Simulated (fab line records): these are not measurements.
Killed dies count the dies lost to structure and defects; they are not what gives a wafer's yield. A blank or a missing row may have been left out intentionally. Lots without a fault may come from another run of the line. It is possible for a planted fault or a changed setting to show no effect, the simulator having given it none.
Problem report, 8D (eight disciplines) form, completed by code :: flow berkeley-cmos170 :: the parts of the form that need people (team, actions taken, sign-off) are left out

## 1. THE PROBLEM
Across 6 wafers from 2 lots, PWELL_TW at UCB170_PWELL_TW_MEAS_17 averages 316.2, while fault-free wafers read 382.7 with a standard deviation of 2.8. Measured from the usual mean, that is -24 standard deviations.
The first sign was on wafer L176.2 at day 5 17:10, on film-metro-03. At this step, 42 wafers from 14 lots have a number in the record. The rule behind "out" and "out of limits": a value lying over 4 standard deviations away from the usual mean. Any other wafer with a number is counted as sound.

## 2. WHAT IT IS; WHAT IT IS NOT
question: which readings at this step
is: PWELL_TW
is not: -

question: which lots
is: L176, L177
is not: L163, L165, L167, L168, L170, L171, L175, L178, L180, L182, L183, L185

question: which wafers of those lots
is: all that have a number
is not: -

question: read on which gauges
is: film-metro-03
is not: film-metro-01, film-metro-02

question: when
is: from day 5 17:10
is not: up to then (21 sound wafers); but 15 sound wafers of L178, L180, L182, L183, L185 came after

## 3. SUSPECTS, AND WHAT RULES EACH OUT
Counting: a tool at any process step up to the reading remains a suspect when it ran all the lots that are out and ran no sound lot after the first of those.
- the gauge at UCB170_PWELL_TW_MEAS_17: ruled out. All the wafers that are out were read on film-metro-03, but those of them that UCB170_PWELL_IMPLANT_15 has rows for are out there too, on other tools.
- implanter-02 at UCB170_PWELL_IMPLANT_15: kept. All lots that are out passed through it, beginning with L176 at day 5 16:56, and no sound lot followed; its final sound lot before that point was L171 at day 4 14:48. Its own readings are out on those wafers: dose-ions-cm2, faraday-current-uA.
Remaining after the count: implanter-02 at UCB170_PWELL_IMPLANT_15.

## 4. THE CAUSE (what the simulator had put in)
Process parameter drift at UCB170_PWELL_IMPLANT_15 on implanter-02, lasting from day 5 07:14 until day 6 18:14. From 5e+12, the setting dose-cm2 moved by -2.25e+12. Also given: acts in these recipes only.
After counting, this tool was the only one left.

## 5. SEQUENCE OF EFFECTS, ordered by route
Each row: a reading where the mean over the struck wafers with a number is more than 3 standard deviations away from the usual. Only readings for which the record gives a usual standard deviation are gone through. hours: the time from each lot's start at the first step in this table that gives one to its start at this step, as a median over the lots. sigmas: the change in usual standard deviations.
hours: 0
step: UCB170_PWELL_IMPLANT_15
reading: dose-ions-cm2
usual: 5e+12
on struck wafers: 3e+12
change: -2e+12
sigmas: -99 or more

hours: 0
step: UCB170_PWELL_IMPLANT_15
reading: faraday-current-uA
usual: 15.8
on struck wafers: 8.8
change: -7.0
sigmas: -21

hours: 0
step: UCB170_PWELL_TW_MEAS_17
reading: PWELL_TW
usual: 382.7
on struck wafers: 316.2
change: -66.4
sigmas: -24
Its process steps:
- UCB170_PWELL_IMPLANT_15
Later steps that measure or inspect, where all struck wafers having a row at the step show a number for every such reading and not one has moved that far: UCB170_M1_RS_MEAS_01.

## 6. HOW IT WOULD HAVE BEEN CAUGHT EARLIER
In this record the first reading out of limits at a measuring or inspecting step was taken at day 5 17:10, 10 hours after the fault began at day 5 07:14.
At UCB170_PWELL_IMPLANT_15, the tool's own readings (dose-ions-cm2, faraday-current-uA) were out on each struck wafer the step has a row for, so an alarm limit on them would have fired on the first such wafer.
L177, from the lots that are out (2), started UCB170_PWELL_IMPLANT_15 on implanter-02 later than day 5 17:10. Putting the tool on hold at that point would have spared it.
